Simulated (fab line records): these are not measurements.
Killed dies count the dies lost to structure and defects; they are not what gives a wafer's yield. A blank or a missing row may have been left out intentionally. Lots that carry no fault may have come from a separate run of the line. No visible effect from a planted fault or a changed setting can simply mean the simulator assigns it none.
fab line records	flow berkeley-cmos170
record lots=14	wafers=42	last-day=12
route steps=331 shown PLDD@154 CONTACT@222 V1@254
lots with no fault: from the same line, run without faults
start-h: the number of hours between the record's first day and the start of the first shown wafer of the lot	wait-h: how many hours have passed since the lot's step before this one	" the same as in the row above	L1.1+2: one row covering several wafers at once	- no value, or no start given	* or withheld: withheld	< > ~ a bound
route shown NAME@n: NAME is a module with steps in the file, n the number in the route of the first one	usual: average and standard deviation across the fault-free wafers	same: alike in all rows	chamber/n: place in a boat	sites: the reading at each site	_std_site: the standard deviation of these	_edge_site: outer sites' mean less inner sites'	radius-mm: how far each site lies from the wafer's centre	mask NAME#n: copy n	behind: the last tool/chamber to shape the wafer	hold: what put the lot on hold/how long, in hours/how the hold closed	device: transistor that didn't switch, given as n, p or np	end of line: the tests these same wafers got at the end of their route	for a step that has no rows: nothing shown but its recipe	killed: dies lost to structure and defects at the first sort, not the wafer's yield	map: dies across one wafer; x = killed, . = not, _ = none there
set.NAME: the setting that was run; set.NAME@STEP: the one run at that earlier step	model.NAME: the simulator's own value behind a step, which no gauge read
route steps across a sampled set of lots; one table per step, one row per wafer
services: when a tool's chamber went out of use (start-h, in hours from the record's first day, below 0 if earlier), for how many hours, and the reason
## steps
# step UCB170_PLDD_IMPLANT_09
# recipe species=BF2	dose-cm2=5e+13	energy-kev=10	tilt-deg=7	rotation-deg=180
# usual beam-energy-keV=10.000/0.0032	beam-on-s=10.00/0.23	faraday-current-uA=158/3.5
lot.wafer	tool	chamber	start-h	wait-h	beam-energy-keV	beam-on-s	faraday-current-uA
L815.2	implanter-03	0	164.58	0.1	10.003	10.12	158
L815.3	"	0	"	"	9.998	9.79	162
L815.6	"	0	"	"	10.001	10.05	158
L819.1	implanter-01	0	171.60	0.1	10.000	10.03	158
L819.2	"	0	"	"	9.998	9.64	164
L819.3	"	0	"	"	10.006	9.99	158
L820.1	implanter-01	0	172.43	0.1	10.006	9.99	159
L820.2	"	0	"	"	9.997	9.84	160
L820.5	"	0	"	"	10.001	10.02	159
L822.1	implanter-01	0	181.40	0.1	9.999	10.04	158
L822.2	"	0	"	"	9.999	10.01	159
L822.3	"	0	"	"	9.996	10.41	152
L821.3	implanter-03	0	182.47	0.1	10.005	9.87	160
L821.4	"	0	"	"	10.005	9.94	159
L821.5	"	0	"	"	9.997	9.83	160
L823.1	implanter-03	0	192.68	0.1	10.003	10.00	158
L823.3	"	0	"	"	10.002	10.14	156
L823.5	"	0	"	"	10.005	9.78	162
L825.4	implanter-02	0	193.33	0.1	10.002	9.84	162
L825.5	"	0	"	"	10.001	10.01	158
L825.6	"	0	"	"	9.999	9.76	163
L827.1	implanter-01	0	208.84	0.1	7.004	15.34	103
L827.3	"	0	"	"	7.003	14.90	107
L827.6	"	0	"	"	7.001	14.79	107
L834.1	implanter-03	0	239.14	0.1	9.998	10.01	158
L834.3	"	0	"	"	9.996	10.00	159
L834.5	"	0	"	"	9.998	10.24	155
L831.1	implanter-01	0	239.18	0.1	6.997	14.52	109
L831.3	"	0	"	"	6.997	14.92	106
L831.5	"	0	"	"	6.996	14.99	105
L830.2	implanter-02	0	239.45	0.1	10.005	10.02	159
L830.4	"	0	"	"	9.999	9.99	158
L830.5	"	0	"	"	10.002	10.18	156
L833.3	implanter-03	0	239.60	0.1	9.995	10.27	154
L833.5	"	0	"	"	9.998	10.00	159
L833.6	"	0	"	"	10.001	9.95	160
L837.2	implanter-03	0	253.90	0.1	9.999	9.94	160
L837.3	"	0	"	"	9.996	9.90	161
L837.5	"	0	"	"	10.000	10.05	158
L835.2	implanter-02	0	254.52	0.1	9.997	10.22	154
L835.4	"	0	"	"	9.998	9.87	160
L835.5	"	0	"	"	10.000	9.73	163
# step UCB170_PLDD_TW_MEAS_11
# usual PLDD_TW=1007/9.8
lot.wafer	tool	chamber	start-h	wait-h	PLDD_TW
L815.2	film-metro-01	-	164.82	0.1	995
L815.3	"	-	"	"	1003
L815.6	"	-	"	"	998
L819.1	film-metro-01	-	171.85	0.1	991
L819.2	"	-	"	"	993
L819.3	"	-	"	"	993
L820.1	film-metro-04	-	172.68	0.1	1009
L820.2	"	-	"	"	1015
L820.5	"	-	"	"	1016
L822.1	film-metro-04	-	181.65	0.1	1013
L822.2	"	-	"	"	1012
L822.3	"	-	"	"	1017
L821.3	film-metro-04	-	182.69	0.1	1011
L821.4	"	-	"	"	1010
L821.5	"	-	"	"	1010
L823.1	film-metro-01	-	192.93	0.1	1003
L823.3	"	-	"	"	1000
L823.5	"	-	"	"	1004
L825.4	film-metro-04	-	193.53	0.1	1010
L825.5	"	-	"	"	1013
L825.6	"	-	"	"	1013
L827.1	film-metro-04	-	209.09	0.1	968
L827.3	"	-	"	"	965
L827.6	"	-	"	"	968
L834.1	film-metro-01	-	239.39	0.1	997
L834.3	"	-	"	"	996
L834.5	"	-	"	"	997
L831.1	film-metro-04	-	239.43	0.1	968
L831.3	"	-	"	"	968
L831.5	"	-	"	"	967
L830.2	film-metro-01	-	239.69	0.1	993
L830.4	"	-	"	"	997
L830.5	"	-	"	"	993
L833.3	film-metro-01	-	239.82	0.1	998
L833.5	"	-	"	"	995
L833.6	"	-	"	"	992
L837.2	film-metro-03	-	254.13	0.1	1016
L837.3	"	-	"	"	1013
L837.5	"	-	"	"	1013
L835.2	film-metro-03	-	254.76	0.1	1014
L835.4	"	-	"	"	1011
L835.5	"	-	"	"	1014
# step UCB170_SDANNEAL_RS_MEAS_04
# recipe thk-meas-gauge=four-point-probe
# usual PLDD_RS=1033.0/2.7
lot.wafer	tool	chamber	start-h	wait-h	PLDD_RS[ohm/sq]
L815.2	film-metro-01	-	179.50	0.1	1033.2
L815.3	"	-	"	"	1029.8
L815.6	"	-	"	"	1033.1
L820.1	film-metro-01	-	188.43	0.1	1034.9
L820.2	"	-	"	"	1037.6
L820.5	"	-	"	"	1035.2
L819.1	film-metro-04	-	188.60	0.1	1032.1
L819.2	"	-	"	"	1034.6
L819.3	"	-	"	"	1038.1
L822.1	film-metro-01	-	195.97	0.1	1033.1
L822.2	"	-	"	"	1032.2
L822.3	"	-	"	"	1031.8
L821.3	film-metro-01	-	196.62	0.1	1033.7
L821.4	"	-	"	"	1038.3
L821.5	"	-	"	"	1037.7
L823.1	film-metro-04	-	210.70	0.1	1030.6
L823.3	"	-	"	"	1027.5
L823.5	"	-	"	"	1032.2
L825.4	film-metro-01	-	211.15	0.1	1033.6
L825.5	"	-	"	"	1030.9
L825.6	"	-	"	"	1028.3
L827.1	film-metro-04	-	221.66	0.1	1046.5
L827.3	"	-	"	"	1046.3
L827.6	"	-	"	"	1046.4
L831.1	film-metro-03	-	251.96	0.1	1044.6
L831.3	"	-	"	"	1046.5
L831.5	"	-	"	"	1046.9
L834.1	film-metro-01	-	252.15	0.1	1032.2
L834.3	"	-	"	"	1033.9
L834.5	"	-	"	"	1034.7
L830.2	film-metro-04	-	252.46	0.1	1029.8
L830.4	"	-	"	"	1032.1
L830.5	"	-	"	"	1034.5
L833.3	film-metro-01	-	252.90	0.1	1034.0
L833.5	"	-	"	"	1031.0
L833.6	"	-	"	"	1032.3
L835.2	film-metro-04	-	268.62	0.1	1036.2
L835.4	"	-	"	"	1039.2
L835.5	"	-	"	"	1037.9
L837.2	film-metro-01	-	269.14	0.1	1031.1
L837.3	"	-	"	"	1033.7
L837.5	"	-	"	"	1037.1
# step UCB170_CONTACT_STRIP_06
# recipe chemistry=O2	power-w=400	pressure-mtorr=3500	platen-temp-c=withheld	o2-flow-sccm=400	overash-fraction=0.5
# usual drypump-motor-current-A=5.8/0.44	oes-product-au=0.734/0.0043	strip-time-to-endpoint-s=21.93/0.059
lot.wafer	tool	chamber	start-h	wait-h	drypump-motor-current-A	oes-product-au	rf-hours-counter-h	strip-time-to-endpoint-s
L815.2	plasma-asher-04	0	183.99	0.1	5.6	0.735	47	21.82
L815.3	"	1	"	"	5.5	0.740	-	21.77
L815.6	"	0	"	"	5.5	0.737	-	21.87
L819.1	plasma-asher-04	1	193.10	0.1	5.5	0.730	49	21.92
L819.2	"	0	"	"	5.5	0.743	49	21.96
L819.3	"	0	"	"	5.5	0.741	-	21.89
L820.1	plasma-asher-03	1	193.28	0.1	6.4	0.738	40	21.82
L820.2	"	0	"	"	5.2	0.727	40	21.92
L820.5	"	0	"	"	5.2	0.726	-	21.91
L822.1	plasma-asher-01	0	199.69	0.1	6.3	0.737	12	21.85
L822.2	"	1	"	"	6.0	0.738	12	21.93
L822.3	"	0	"	"	6.3	0.725	-	21.92
L821.3	plasma-asher-01	1	202.08	0.1	6.0	0.734	-	21.90
L821.4	"	0	"	"	6.3	0.736	-	21.96
L821.5	"	1	"	"	6.0	0.737	-	21.92
L823.1	plasma-asher-04	1	214.05	0.1	5.5	0.738	52	21.95
L823.3	"	1	"	"	5.5	0.730	-	21.95
L823.5	"	0	"	"	5.5	0.724	-	21.91
L825.4	plasma-asher-03	1	214.48	0.1	6.4	0.741	-	22.01
L825.5	"	0	"	"	5.2	0.730	-	22.02
L825.6	"	1	"	"	6.4	0.742	-	21.94
L827.1	plasma-asher-03	0	225.96	0.1	5.2	0.735	46	21.90
L827.3	"	1	"	"	6.4	0.733	-	21.89
L827.6	"	0	"	"	5.2	0.747	-	21.79
L831.1	plasma-asher-04	0	255.17	0.1	5.6	0.738	54	21.98
L831.3	"	1	"	"	5.5	0.734	-	21.92
L831.5	"	0	"	"	5.5	0.737	-	21.96
L834.1	plasma-asher-03	0	255.26	0.1	5.2	0.732	49	21.98
L834.3	"	0	"	"	5.2	0.737	-	21.95
L834.5	"	0	"	"	5.2	0.736	-	21.89
L830.2	plasma-asher-03	0	257.07	0.1	5.2	0.736	49	22.03
L830.4	"	1	"	"	6.4	0.737	-	21.99
L830.5	"	1	"	"	6.4	0.734	-	21.94
L833.3	plasma-asher-03	0	257.20	0.1	5.2	0.735	-	21.94
L833.5	"	0	"	"	5.2	0.740	-	21.98
L833.6	"	1	"	"	6.4	0.734	-	22.01
L835.2	plasma-asher-01	0	271.69	0.1	6.3	0.728	20	22.03
L835.4	"	0	"	"	6.3	0.733	-	21.95
L835.5	"	0	"	"	6.3	0.736	-	22.02
L837.2	plasma-asher-03	0	272.51	0.1	5.2	0.734	51	21.97
L837.3	"	0	"	"	5.2	0.732	-	21.89
L837.5	"	1	"	"	6.4	0.737	-	21.99
# step UCB170_CONTACT_ETCH_17
# recipe chemistry=N2/H2	target-depth-a=withheld	overetch-a=withheld	target=BARC	time-s=withheld	source-w=500	bias-w=100	pressure-mtorr=30	n2-flow-sccm=100	h2-flow-sccm=200
# usual drypump-motor-current-A=5.9/0.42	n2-flow-sccm=99.99/0.29	oes-product-au=0.998/0.018	throttle-valve-pct=13.28/0.21
lot.wafer	tool	chamber	start-h	wait-h	drypump-motor-current-A	n2-flow-sccm	oes-product-au	throttle-valve-pct
L815.2	rie-diel-03	0	186.44	0.0	5.9	100.13	1.010	13.19
L815.3	"	2	"	"	5.9	99.98	0.994	13.42
L815.6	"	3	"	"	5.8	100.11	0.998	13.40
L819.1	rie-diel-03	3	195.56	0.0	5.8	99.96	1.003	13.41
L819.2	"	2	"	"	5.9	99.58	1.007	13.42
L819.3	"	0	"	"	5.9	100.04	1.013	13.22
L820.1	rie-diel-04	1	195.70	0.0	6.3	99.45	0.987	13.61
L820.2	"	0	"	"	6.0	100.21	0.964	13.41
L820.5	"	2	"	"	4.9	100.20	0.995	13.01
L822.1	rie-diel-01	1	201.75	0.0	5.3	99.35	1.026	13.46
L822.2	"	3	"	"	6.3	100.06	0.994	13.43
L822.3	"	0	"	"	5.4	100.34	1.016	12.97
L821.3	rie-diel-01	2	204.69	0.0	6.4	100.00	1.024	13.11
L821.4	"	1	"	"	5.3	99.80	1.017	13.45
L821.5	"	0	"	"	5.4	99.77	1.013	12.99
L823.1	rie-diel-04	0	215.39	0.0	6.0	99.99	0.970	13.42
L823.3	"	1	"	"	6.3	99.96	0.988	13.61
L823.5	"	2	"	"	4.9	99.91	1.004	13.00
L825.4	rie-diel-01	1	215.98	0.0	5.3	100.03	1.017	13.45
L825.5	"	0	"	"	5.4	99.75	0.999	12.97
L825.6	"	1	"	"	5.3	99.94	1.025	13.44
L827.1	rie-diel-03	2	228.08	0.0	5.9	100.28	1.006	13.43
L827.3	"	0	"	"	5.9	100.05	1.018	13.20
L827.6	"	0	"	"	5.9	99.84	1.015	13.21
L831.1	rie-diel-03	1	257.50	0.0	6.1	100.25	0.981	13.41
L831.3	"	3	"	"	5.8	100.28	0.964	13.43
L831.5	"	2	"	"	5.9	99.89	0.995	13.44
L834.1	rie-diel-01	3	257.59	0.0	6.3	100.27	0.997	13.43
L834.3	"	1	"	"	5.4	100.21	1.025	13.44
L834.5	"	1	"	"	5.3	99.93	1.030	13.43
L830.2	rie-diel-03	2	258.59	0.0	5.9	100.58	1.003	13.42
L830.4	"	0	"	"	5.9	99.78	1.018	13.21
L830.5	"	1	"	"	6.1	99.95	0.996	13.42
L833.3	rie-diel-03	3	259.04	0.0	5.8	100.09	0.968	13.43
L833.5	"	0	"	"	5.9	99.99	1.007	13.19
L833.6	"	3	"	"	5.8	99.98	0.958	13.43
L835.2	rie-diel-03	0	273.76	0.0	5.9	100.00	1.009	13.21
L835.4	"	1	"	"	6.1	100.50	0.978	13.40
L835.5	"	2	"	"	5.9	99.41	0.998	13.43
L837.2	rie-diel-04	1	274.49	0.0	6.3	100.52	0.993	13.61
L837.3	"	2	"	"	4.9	99.44	1.010	12.99
L837.5	"	0	"	"	6.0	99.79	0.975	13.42
# step UCB170_V1_CVD_00
# recipe material=SiO2	target-thk-nm=2000	temp-c=390	precursor=TEOS/O2	time-s=250	rf-w=550	pressure-mtorr=9000
# usual heater-power-w=245/47
lot.wafer	tool	chamber	start-h	wait-h	heater-power-w
L815.2	pecvd-01	0	191.27	0.0	268
L815.3	"	2	"	"	304
L815.6	"	0	"	"	195
L819.1	pecvd-02	2	199.21	0.0	328
L819.2	"	0	"	"	285
L819.3	"	1	"	"	254
L820.1	pecvd-04	1	200.55	0.0	215
L820.2	"	0	"	"	168
L820.5	"	0	"	"	228
L822.1	pecvd-04	0	207.56	0.0	222
L822.2	"	1	"	"	228
L822.3	"	2	"	"	252
L821.3	pecvd-01	1	208.89	0.0	244
L821.4	"	1	"	"	175
L821.5	"	2	"	"	237
L823.1	pecvd-02	0	219.88	0.0	294
L823.3	"	1	"	"	215
L823.5	"	2	"	"	240
L825.4	pecvd-01	1	221.30	0.1	180
L825.5	"	2	"	"	344
L825.6	"	0	"	"	197
L827.1	pecvd-02	2	234.03	0.0	282
L827.3	"	0	"	"	295
L827.6	"	0	"	"	212
L831.1	pecvd-01	0	261.16	0.0	262
L831.3	"	2	"	"	344
L831.5	"	1	"	"	174
L830.2	pecvd-01	2	262.49	0.0	310
L830.4	"	1	"	"	178
L830.5	"	2	"	"	246
L834.1	pecvd-04	1	262.49	0.0	195
L834.3	"	2	"	"	291
L834.5	"	1	"	"	259
L833.3	pecvd-04	1	263.83	0.0	195
L833.5	"	0	"	"	177
L833.6	"	2	"	"	318
L835.2	pecvd-01	2	281.45	0.0	329
L835.4	"	2	"	"	245
L835.5	"	0	"	"	200
L837.2	pecvd-02	1	281.45	0.0	233
L837.3	"	0	"	"	310
L837.5	"	0	"	"	217
## services
tool	chamber	start-h	hours	kind
pecvd-04	-	153.49	6.0	pm
pecvd-01	2	154.85	17.0	repair
plasma-asher-03	-	164.46	28.1	pm
rie-diel-03	1	166.90	9.1	repair
rie-diel-01	1	169.53	3.3	repair
implanter-02	-	171.73	14.9	pm
rie-diel-04	-	184.90	0.2	repair
rie-diel-03	1	192.44	-	clean
plasma-asher-03	-	206.47	0.7	repair
rie-diel-04	1	208.21	1.6	repair
pecvd-04	1	211.58	9.7	repair
rie-diel-04	-	213.16	0.7	repair
plasma-asher-04	-	216.57	15.6	pm
implanter-01	-	220.64	3.0	repair
rie-diel-04	-	221.56	0.5	repair
pecvd-01	-	225.78	0.9	repair
plasma-asher-01	-	229.83	2.7	repair
pecvd-04	0	230.13	14.6	repair
pecvd-04	-	234.95	2.8	pm
pecvd-04	-	242.50	14.0	pm
rie-diel-04	-	246.44	14.6	pm
plasma-asher-01	-	257.41	1.2	repair
implanter-01	-	259.04	3.0	repair
pecvd-02	2	260.86	14.1	repair
## key
first-sign step=UCB170_PLDD_IMPLANT_09	reading=beam-energy-keV	direction=down	sigmas=99+	usual=10.000	struck=7.000
effect step=UCB170_PLDD_IMPLANT_09	reading=beam-on-s	direction=up	sigmas=21	usual=10.00	struck=14.91
effect step=UCB170_PLDD_TW_MEAS_11	reading=PLDD_TW	direction=down	sigmas=4.1	usual=1007	struck=967
effect step=UCB170_SDANNEAL_RS_MEAS_04	reading=PLDD_RS	direction=up	sigmas=4.9	usual=1033.0	struck=1046.2
met-at UCB170_PLDD_IMPLANT_09
struck-lots L827,L831
tester-left-out L827,L831
not-acting-at UCB170_CONTACT_STRIP_06,UCB170_CONTACT_ETCH_17,UCB170_V1_CVD_00
onset-between 181.40 208.84
fault kind=process-parameter-drift	tool=implanter-01	chamber=-	onset-h=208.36	steps=UCB170_PLDD_IMPLANT_09	channel=energy-kev	offset=-3	shape=step	end-h=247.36	acts-in=these-recipes-only	stated=10
# tester-left-out: of these lots the tester's yield and bins aren't shown, on N5 and GAA mostly nor the transistor test; their killed dies are dies lost to structure and defects alone, not to doping, threshold or leakage, so they don't give the yield
